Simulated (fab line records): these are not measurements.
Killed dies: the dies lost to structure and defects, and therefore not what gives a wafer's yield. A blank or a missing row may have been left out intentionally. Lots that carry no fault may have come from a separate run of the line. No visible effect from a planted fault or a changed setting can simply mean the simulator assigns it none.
A struck lot beside a sound one + flow berkeley cmos170 + 20 out of 331 route steps
Sound: these wafers, L425.1, L425.3, L425.4. The struck wafers were L431.2, L431.4, L431.6. The cause is named last.
Order at every step that has rows: each side's tool, ch and its chambers, its first start. Under that, the readings that differ: sound wafers + struck wafers + difference of the means + sigmas: that difference in standard deviations of wafers without a fault.
alike: a reading whose means differ by less than 2 such deviations, as well as words and numbers matching on both sides. not compared: withheld readings; readings where some wafer has no value; bounds like >300 that might hide an equal value; numbers whose values overlap and for which the record gives no deviation.
The two part at a step that has a row with sigmas, a row that says differs or no value, or rows on one side only. Non-overlapping numbers with no deviation appear without sigmas and do not part them. A reading missing from all wafers of one side parts the sides only when that side holds two or more wafers.

first, 5 steps without rows for these wafers: UCB170_ACTIVE_COAT_08 (resist thk 900 nm); UCB170_ACTIVE_SOFTBAKE_09 (time 60 s); UCB170_ACTIVE_EXPOSE_10 (exposes mask ACTIVE, target cd 1200 nm); UCB170_ACTIVE_PEB_11; UCB170_ACTIVE_DEVELOP_12 (develop time 45 s).
UCB170_ACTIVE_CD_MEAS_13 targets a cd of 1200 nm.
  sound: cd sem-02 at day 5 02:30; struck: cd sem-02 at day 6 17:03
  alike: cd nm
UCB170_ACTIVE_OVL_MEAS_14:
  sound: overlay-01 at day 5 02:37; struck: overlay-02 at day 6 17:10
  alike: ACTIVE_OVL
UCB170_ACTIVE_ETCH_15: etches Si3N4 in CH3F/Ar/O2, stops on SiO2, target depth 242 nm, time 151 s.
  sound on rie diel-04 ch 0,1,2, day 5 02:39; struck on rie diel-02 ch 0,1, day 6 17:11
  alike: CH3F_flow_sccm, drypump motor current A, oes product au, throttle valve pct
  not compared: rf hours counter h
UCB170_ACTIVE_STRIP_16: strips in O2.
  sound on plasma asher-03 ch 0,1, day 5 02:45; struck on plasma asher-01 ch 0,1, day 6 17:17
  alike: drypump motor current A, oes product au, strip time to endpoint s
  not compared: rf hours counter h
UCB170_ACTIVE_CD_MEAS_90 targets a cd of 1200 nm.
  sound: cd sem-01 at day 5 02:51; struck: cd sem-02 at day 6 17:32
  alike: cd nm
then, 2 steps without rows for these wafers: UCB170_ACTIVE_CLEAN_17 (cleans in SPM, time 600 s); UCB170_PFIELD_HMDS_00 (prime time 60 s).
UCB170_PFIELD_COAT_01: resist thk 900 nm.
  struck on litho track-01, day 6 17:59; sound on litho track-03 ch 0, day 5 03:38
  no value came back on the struck wafers for chill plate temp C (C), dispense pressure kPa (kPa); on the sound wafers chill plate temp C (C) reads 23.01 22.93 23.03
then, 4 steps without rows for these wafers: UCB170_PFIELD_SOFTBAKE_02 (time 60 s); UCB170_PFIELD_EXPOSE_03 (exposes mask PFIELD, target cd 1500 nm); UCB170_PFIELD_PEB_04; UCB170_PFIELD_DEVELOP_05 (develop time 45 s).
UCB170_PFIELD_OVL_MEAS_06:
  sound: overlay-02 at day 5 04:40; struck: overlay-01 at day 6 18:47
| reading         | sound    | struck | difference                    | sigmas |
|-----------------|----------|--------|-------------------------------|--------|
| PFIELD_OVL (nm) | -1 -1 -5 | - - -  | no value on the struck wafers |        |
following that, these wafers have no rows for 1 step: UCB170_PFIELD_IMPLANT_07.
-- the record jumps here: 4 days lie between the struck wafers' starts before and after (it left off in module PFIELD and takes up again in module M3, whose first step shown is number 331 of the route) --
UCB170_M3_PROBE_99:
  record: rows for the struck wafers here (prober-01, day 11 00:43), none for the sound ones

WHERE THEY PART
Earliest at UCB170_PFIELD_COAT_01; latest, in this record, at UCB170_M3_PROBE_99.

WHY: what the simulator had put in
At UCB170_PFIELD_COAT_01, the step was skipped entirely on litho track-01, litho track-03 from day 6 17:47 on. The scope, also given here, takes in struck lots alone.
